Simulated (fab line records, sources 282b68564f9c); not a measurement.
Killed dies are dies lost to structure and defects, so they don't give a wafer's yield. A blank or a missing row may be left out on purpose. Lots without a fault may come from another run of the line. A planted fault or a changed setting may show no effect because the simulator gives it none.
A struck lot beside a sound one | flow rit_cmos | 44 steps out of a route of 202
Sound: wafers L568.2, L568.5, L568.6. Struck: wafers L578.1, L578.2, L578.5. The cause comes at the end.
At each step with rows: each side's tool, then ch and its chambers, then its first start. Under that, the readings that differ: sound wafers | struck wafers | difference of the means | sigmas: that difference in standard deviations of wafers without a fault.
alike: readings whose means differ by less than 2 such deviations, and words and numbers that are the same on both sides. not compared: withheld readings, readings that some wafer has no value for, bounds like >300 that may hide the same value, and numbers for which the record gives no deviation and whose values overlap.
The two part at a step that has a row with sigmas, a row that says differs or no value, or rows on one side only. Numbers that don't overlap but have no deviation are shown without sigmas and don't part them. A reading that every wafer of one side lacks parts them only if that side has two wafers or more.

first, 3 steps without rows for these wafers: RIT_REOX_CLEAN_01 (cleans in dHF, time 30 s); RIT_REOX_CLEAN_02 (cleans in SC2, time 600 s); RIT_REOX_OXIDATION_03 (target thk 25.2 nm, ox time 5580 s).
RIT_REOX_THK_MEAS_04:
  sound on film_metro-02, day 4 04:01; struck on film_metro-01, day 6 10:44
  reading             | sound          | struck         | difference | sigmas
  REOX_OXIDE_THK (nm) | 25.8 25.6 25.6 | 24.8 24.7 24.1 | -1.1       | -2
then, 6 steps without rows for these wafers: RIT_NLDD_HMDS_00 (prime time 60 s); RIT_NLDD_COAT_01 (resist thk 1000 nm); RIT_NLDD_SOFTBAKE_02 (time 60 s); RIT_NLDD_EXPOSE_03 (exposes mask M7, target cd 40700 nm); RIT_NLDD_PEB_04; RIT_NLDD_DEVELOP_05 (develop time 50 s).
RIT_NLDD_OVL_MEAS_06:
  sound on overlay-02, day 4 05:02; struck on overlay-02, day 6 11:39
  reading       | sound       | struck        | difference | sigmas
  NLDD_OVL (nm) | 1.5 2.2 0.5 | 0.3 -3.1 -3.2 | -3.4       | -2
then, 1 step without rows for these wafers: RIT_NLDD_HARDBAKE_07 (time 60 s).
RIT_NLDD_IMPLANT_08:
  sound on implanter-04 ch 0, day 4 05:15; struck on implanter-03 ch 0, day 6 11:50
  reading            | sound                         | struck                        | difference | sigmas
  dose_ions_cm2      | 5.001e+14 4.998e+14 4.995e+14 | 7.107e+14 7.095e+14 7.099e+14 | +2.102e+14 | +99 or more
  faraday_current_uA | 1565 1573 1582                | 2228 2216 2235                | +653       | +22
RIT_NLDD_STRIP_09: strips in O2, time 180 s.
  sound on plasma_asher-04 ch 0,1, day 4 05:22; struck on plasma_asher-01 ch 0,1, day 6 11:59
  alike: drypump_motor_current_A
  not compared: rf_hours_counter_h
RIT_NLDD_TW_MEAS_10:
  sound on film_metro-03, day 4 05:34; struck on film_metro-04, day 6 12:10
  reading | sound          | struck         | difference | sigmas
  NLDD_TW | 2487 2493 2489 | 2717 2728 2728 | +235       | +8
then, 6 steps without rows for these wafers: RIT_PLDD_HMDS_00 (prime time 60 s); RIT_PLDD_COAT_01 (resist thk 1000 nm); RIT_PLDD_SOFTBAKE_02 (time 60 s); RIT_PLDD_EXPOSE_03 (exposes mask M8, target cd 40900 nm); RIT_PLDD_PEB_04; RIT_PLDD_DEVELOP_05 (develop time 50 s).
RIT_PLDD_OVL_MEAS_06:
  sound on overlay-01, day 4 06:35; struck on overlay-02, day 6 13:05
  alike: PLDD_OVL
then, 2 steps without rows for these wafers: RIT_PLDD_HARDBAKE_07 (time 60 s); RIT_PLDD_IMPLANT_08.
RIT_PLDD_STRIP_09: strips in O2, time 180 s.
  sound on plasma_asher-02 ch 0,1, day 4 06:55; struck on plasma_asher-04 ch 0,1, day 6 13:40
  alike: drypump_motor_current_A
  not compared: rf_hours_counter_h
RIT_PLDD_TW_MEAS_10:
  sound on film_metro-01, day 4 07:06; struck on film_metro-03, day 6 13:51
  alike: PLDD_TW
then, 4 steps without rows for these wafers: RIT_SPACER_CLEAN_00 (cleans in SC1, time 600 s); RIT_SPACER_CLEAN_01 (cleans in dHF, time 30 s); RIT_SPACER_CLEAN_02 (cleans in SC2, time 600 s); RIT_SPACER_CVD_03 (deposits Si3N4 from SiH2Cl2/NH3, target thk 250 nm, time 3300 s).
RIT_SPACER_THK_MEAS_04:
  sound on film_metro-03, day 4 09:28; struck on film_metro-02, day 6 18:07
  alike: SPACER_NITRIDE_THK
RIT_SPACER_ETCHBACK_05: etches Si3N4 in SF6/CHF3, stops on SiO2, target depth 250 nm, time 240 s.
  sound on rie_diel-03 ch 0,1,2, day 4 09:31; struck on rie_diel-02 ch 2,3, day 6 18:10
  alike: drypump_motor_current_A, oes_product_au, throttle_valve_pct
  not compared: rf_hours_counter_h
then, 6 steps without rows for these wafers: RIT_NSD_HMDS_00 (prime time 60 s); RIT_NSD_COAT_01 (resist thk 1000 nm); RIT_NSD_SOFTBAKE_02 (time 60 s); RIT_NSD_EXPOSE_03 (exposes mask M9, target cd 40700 nm); RIT_NSD_PEB_04; RIT_NSD_DEVELOP_05 (develop time 50 s).
RIT_NSD_OVL_MEAS_06:
  sound on overlay-01, day 4 10:31; struck on overlay-01, day 6 19:23
  alike: NSD_OVL
then, 2 steps without rows for these wafers: RIT_NSD_HARDBAKE_07 (time 60 s); RIT_NSD_IMPLANT_08.
RIT_NSD_STRIP_09: strips in O2, time 180 s.
  sound on plasma_asher-03 ch 0,1, day 4 10:51; struck on plasma_asher-04 ch 0,1, day 6 19:43
  alike: drypump_motor_current_A
  not compared: rf_hours_counter_h
RIT_SDANNEAL_RS_MEAS_07: measures by four-point-probe.
  sound on film_metro-01, day 4 13:28; struck on film_metro-01, day 6 22:23
  reading          | sound             | struck            | difference | sigmas
  NLDD_RS (ohm/sq) | 153.2 152.3 152.7 | 114.3 114.4 114.1 | -38.5      | -60
RIT_M1_PROBE_99:
  sound on prober-02, day 4 20:34; struck on prober-01, day 7 05:41
  reading                             | sound             | struck            | difference | sigmas
  model.etest.nmos_0p3.r_on_ohm_um    | 2175 2201 2205    | 2008 1956 2011    | -202       |
  model.etest.nmos_0p15.r_on_ohm_um   | 1134 1148 1169    | 977.1 946.5 977.3 | -183.4     |
  model.etest.nldd.rs_ohm_sq          | 404.9 398.2 402.2 | 268.2 266.7 258.1 | -137.4     |
  model.etest.nmos_turned.drive_ua_um | 298.4 307 299.1   | 399.4 414.9 404.7 | +104.8     |
  model.etest.nmos_0p15.drive_ua_um   | 456.7 454.8 448.7 | 514.3 532.3 518.4 | +68.3      |
  model.etest.nldd.line_ohm_um        | 129.1 128 129.6   | 84.91 85.08 82.36 | -44.78     |
  model.etest.nmos_0p3.drive_ua_um    | 220.8 218.2 220.7 | 234.1 238.6 232   | +15.0      |
  model.etest.nmos_narrow.drive_ua_um | 214 211.6 213.3   | 228.9 231.2 232   | +17.7      |
  alike: killed_at_front_end, killed_dies, killed_open, killed_short

WHERE THEY PART
First at RIT_REOX_THK_MEAS_04; last, within this record, at RIT_SDANNEAL_RS_MEAS_07. Later steps at which nothing parts them and some readings are alike: RIT_M1_PROBE_99.

WHY: what the simulator had put in
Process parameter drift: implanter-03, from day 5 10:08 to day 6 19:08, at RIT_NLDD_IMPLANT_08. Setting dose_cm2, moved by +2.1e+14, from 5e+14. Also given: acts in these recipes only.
